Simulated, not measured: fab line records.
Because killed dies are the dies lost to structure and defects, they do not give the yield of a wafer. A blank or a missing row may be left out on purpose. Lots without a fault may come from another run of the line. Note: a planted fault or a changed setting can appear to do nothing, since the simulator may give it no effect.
Matching of chambers ; flow berkeley-cmos170 ; 4 sister chambers for UCB170_NWELL_ETCH_13 on rie-diel-01
The step etches Si3N4 in CH3F/Ar/O2, stops on SiO2, target depth 246.4 nm, time 154 s. 4 wafers are shown with their chamber, then 10 later ones without.

== WAFERS, EACH WITH ITS CHAMBER ==
wafer;chamber;drypump-motor-current-A (A)
L080.1;0;5.0
L082.3;1;5.9
L082.4;3;5.5
L090.4;2;6.5

== WAFERS WITHOUT THEIR CHAMBER ==
wafer;drypump-motor-current-A (A)
L090.6;5.9
L091.1;6.5
L091.3;5.5
L091.6;6.5
L092.4;6.5
L092.5;6.5
L092.6;5.8
L095.1;6.5
L095.3;5.0
L095.5;6.5

== WHICH CHAMBER EACH ONE RAN IN ==
wafer;from the rows above;in truth
L090.6;1;1
L091.1;2;2
L091.3;3;3
L091.6;2;2
L092.4;2;2
L092.5;2;2
L092.6;1;1
L095.1;2;2
L095.3;0;0
L095.5;2;2
10 of 10 placed correctly. From these rows, 0 cannot be placed. Wrongly placed: 0.
How it was worked out, from the rows above alone: a wafer's distance from a chamber is the root of the sum, over the readings, of the square of ((its reading less the chamber's mean) divided by the reading's scatter). The wafer belongs to the nearest chamber; if the next one is less than 2 further off, it can't be placed. A chamber's mean is the mean of its shown wafers. The scatter: with one shown wafer a chamber, the root of the mean of the squares of how far each hidden wafer lies from its nearest shown one.
